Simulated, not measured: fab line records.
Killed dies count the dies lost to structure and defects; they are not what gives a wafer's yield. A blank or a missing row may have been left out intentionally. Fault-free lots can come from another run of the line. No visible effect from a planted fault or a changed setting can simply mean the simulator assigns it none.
Matching of chambers / flow berkeley cmos170 / 4 sister chambers for UCB170_PWELL_ETCH_14 on rie diel-04
The step etches Si3N4 in CH3F/Ar/O2, stops on SiO2, target depth 242 nm, time 151 s. 14 wafers are shown with their chamber, then 6 later ones without.

EACH WAFER AND ITS CHAMBER
wafer=L223.1; chamber=3; drypump motor current A (A)=5.5; throttle valve pct (%)=8.04; oes product au (a.u.)=0.942
wafer=L223.2; chamber=1; drypump motor current A (A)=4.9; throttle valve pct (%)=8.04; oes product au (a.u.)=0.917
wafer=L223.5; chamber=0; drypump motor current A (A)=6.8; throttle valve pct (%)=8.15; oes product au (a.u.)=0.934
wafer=L225.2; chamber=0; drypump motor current A (A)=6.7; throttle valve pct (%)=8.14; oes product au (a.u.)=0.943
wafer=L225.3; chamber=2; drypump motor current A (A)=5.6; throttle valve pct (%)=7.89; oes product au (a.u.)=0.935
wafer=L225.6; chamber=0; drypump motor current A (A)=6.7; throttle valve pct (%)=8.15; oes product au (a.u.)=0.931
wafer=L226.1; chamber=0; drypump motor current A (A)=6.7; throttle valve pct (%)=8.14; oes product au (a.u.)=0.956
wafer=L226.4; chamber=3; drypump motor current A (A)=5.5; throttle valve pct (%)=8.06; oes product au (a.u.)=0.951
wafer=L226.5; chamber=1; drypump motor current A (A)=5.0; throttle valve pct (%)=8.04; oes product au (a.u.)=0.922
wafer=L232.2; chamber=3; drypump motor current A (A)=5.5; throttle valve pct (%)=8.07; oes product au (a.u.)=0.951
wafer=L232.4; chamber=0; drypump motor current A (A)=6.7; throttle valve pct (%)=8.14; oes product au (a.u.)=0.940
wafer=L232.5; chamber=1; drypump motor current A (A)=5.0; throttle valve pct (%)=8.05; oes product au (a.u.)=0.920
wafer=L235.2; chamber=1; drypump motor current A (A)=5.0; throttle valve pct (%)=8.05; oes product au (a.u.)=0.922
wafer=L235.3; chamber=3; drypump motor current A (A)=5.5; throttle valve pct (%)=8.06; oes product au (a.u.)=0.938

SIGNATURES (averages over the wafers above)
reading=drypump motor current A; chamber 0=6.720; chamber 1=4.975; chamber 2=5.600; chamber 3=5.500; scatter within a chamber=0.0394
reading=throttle valve pct; chamber 0=8.1440; chamber 1=8.0450; chamber 2=7.8900; chamber 3=8.0575; scatter within a chamber=0.00834
reading=oes product au; chamber 0=0.94080; chamber 1=0.92025; chamber 2=0.93500; chamber 3=0.94550; scatter within a chamber=0.00724
Rule: for a wafer and a chamber, the distance is found by dividing, reading by reading, the gap between the wafer's reading and the chamber's mean by the reading's scatter, squaring, summing and taking the root. The wafer belongs to the nearest chamber; if the next one is less than 2 further off, it can't be placed. The scatter: take each reading less its chamber's mean, square it, sum over the shown wafers, divide by the number of wafers less the number of chambers, and take the root.

WAFERS WHOSE CHAMBER IS MISSING
wafer=L235.4; drypump motor current A (A)=5.6; throttle valve pct (%)=7.90; oes product au (a.u.)=0.923
wafer=L237.2; drypump motor current A (A)=6.7; throttle valve pct (%)=8.14; oes product au (a.u.)=0.956
wafer=L237.4; drypump motor current A (A)=5.5; throttle valve pct (%)=8.06; oes product au (a.u.)=0.954
wafer=L237.6; drypump motor current A (A)=4.9; throttle valve pct (%)=8.06; oes product au (a.u.)=0.925
wafer=L244.5; drypump motor current A (A)=5.0; throttle valve pct (%)=8.05; oes product au (a.u.)=0.980
wafer=L244.6; drypump motor current A (A)=5.6; throttle valve pct (%)=7.90; oes product au (a.u.)=0.988

EACH ONE'S CHAMBER
wafer=L235.4; from the rows above=2; in truth=2
wafer=L237.2; from the rows above=0; in truth=0
wafer=L237.4; from the rows above=3; in truth=3
wafer=L237.6; from the rows above=1; in truth=1
wafer=L244.5; from the rows above=1; in truth=1
wafer=L244.6; from the rows above=2; in truth=2
6 of 6 placed correctly. Number that these rows cannot place: 0. Placed wrongly: 0.
